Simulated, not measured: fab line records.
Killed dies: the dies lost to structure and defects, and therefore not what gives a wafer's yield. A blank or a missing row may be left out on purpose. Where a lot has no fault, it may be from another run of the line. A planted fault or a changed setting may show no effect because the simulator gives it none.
A lot that was struck, set against a sound lot    flow rit-cmos    26 out of 202 route steps
Sound: wafers L641.1, L641.2, L641.4. The struck wafers were L649.1, L649.2, L649.3. The cause is given at the end.
Each step with rows lists, per side, the tool, then ch with its chambers, then its first start. Under that, the readings that differ: sound wafers    struck wafers    difference of the means    sigmas: that difference in standard deviations of wafers without a fault.
alike: same words and numbers on both sides, and readings whose means sit less than 2 such deviations apart. not compared: any withheld reading, any reading some wafer has no value for, any bound like >300 that may hide the same value, and any number with overlapping values for which the record gives no deviation.
Wherever a step has rows on one side only, a row that says differs or no value, or a row with sigmas, the two part there. Numbers that don't overlap but have no deviation are shown without sigmas and don't part them. Lack of a reading on every wafer of one side parts them only where that side has two or more wafers.

first, 2 steps without rows for these wafers: RIT_FOX2_CLEAN_02 (cleans in dHF, time 180 s); RIT_FOX2_WET_ETCH_03 (etches Si3N4 in H3PO4, target depth 195 nm, time 2700 s).
RIT_FOX2_THK_MEAS_90:
  sound on film-metro-04 at day 4 08:00; struck on film-metro-04 at day 6 00:46
  alike: FIELD_OXIDE_LEFT_1_THK
then, 6 steps without rows for these wafers: RIT_NWELL_HMDS_00 (prime time 60 s); RIT_NWELL_COAT_01 (resist thk 1300 nm); RIT_NWELL_SOFTBAKE_02 (time 57.39 s); RIT_NWELL_EXPOSE_03 (exposes mask M2, target cd 43900 nm); RIT_NWELL_PEB_04; RIT_NWELL_DEVELOP_05 (develop time 68 s).
RIT_NWELL_OVL_MEAS_06:
  sound on overlay-01 at day 4 09:01; struck on overlay-01 at day 6 01:42
  alike: NWELL_OVL
then, 2 steps without rows for these wafers: RIT_NWELL_HARDBAKE_07 (time 120 s); RIT_NWELL_IMPLANT_08.
RIT_NWELL_STRIP_09: strips in O2, time 180 s.
  sound on plasma-asher-04 ch 0,1, day 4 09:27; struck on plasma-asher-01 ch 0,1, day 6 02:08
  no value came back on the struck wafers for chamber-pressure-mTorr (mTorr), drypump-motor-current-A (A); on the sound wafers chamber-pressure-mTorr (mTorr) reads 3991 4000 3996
reading                                     sound  struck          difference  sigmas
model.NOVOLAK_of_NWELL_COAT_01.thk-nm (nm)  0 0 0  1133 1135 1129  +1132       
  not compared: rf-hours-counter-h
RIT_NWELL_TW_MEAS_10:
  sound on film-metro-03 at day 4 09:38; struck on film-metro-03 at day 6 02:19
  alike: NWELL_TW
then, 2 steps without rows for these wafers: RIT_PWELL_HMDS_00 (prime time 60 s); RIT_PWELL_COAT_01 (resist thk 1300 nm).
RIT_PWELL_SOFTBAKE_02: time 61.64 s.
  sound on litho-track-03 ch 0, day 4 09:59; struck on litho-track-03 ch 0, day 6 02:40
  alike: plate-sensor-t-centre-C, plate-sensor-t-edge-C
then, 3 steps without rows for these wafers: RIT_PWELL_EXPOSE_03 (exposes mask M3, target cd 43700 nm); RIT_PWELL_PEB_04; RIT_PWELL_DEVELOP_05 (develop time 68 s).
RIT_PWELL_OVL_MEAS_06:
  sound on overlay-02 at day 4 10:41; struck on overlay-01 at day 6 03:15
  alike: PWELL_OVL
then, 2 steps without rows for these wafers: RIT_PWELL_HARDBAKE_07 (time 120 s); RIT_PWELL_IMPLANT_08.
RIT_PWELL_STRIP_09: strips in O2, time 180 s.
  sound on plasma-asher-01 ch 0,1, day 4 11:08; struck on plasma-asher-03 ch 0,1, day 6 03:41
  alike: chamber-pressure-mTorr, drypump-motor-current-A
  not compared: rf-hours-counter-h
RIT_PWELL_TW_MEAS_10:
  sound on film-metro-03 at day 4 11:18; struck on film-metro-02 at day 6 03:52
reading   sound        struck    difference  sigmas
PWELL_TW  957 958 953  30 29 29  -927        -99 or more
then, 1 step without rows for these wafers: RIT_WELLDRIVE_ANNEAL_00 (time 14700 s).

## WHERE THEY PART
Last at RIT_PWELL_TW_MEAS_10 as far as this record goes, first at RIT_NWELL_STRIP_09.

WHY: what had been put in by the simulator
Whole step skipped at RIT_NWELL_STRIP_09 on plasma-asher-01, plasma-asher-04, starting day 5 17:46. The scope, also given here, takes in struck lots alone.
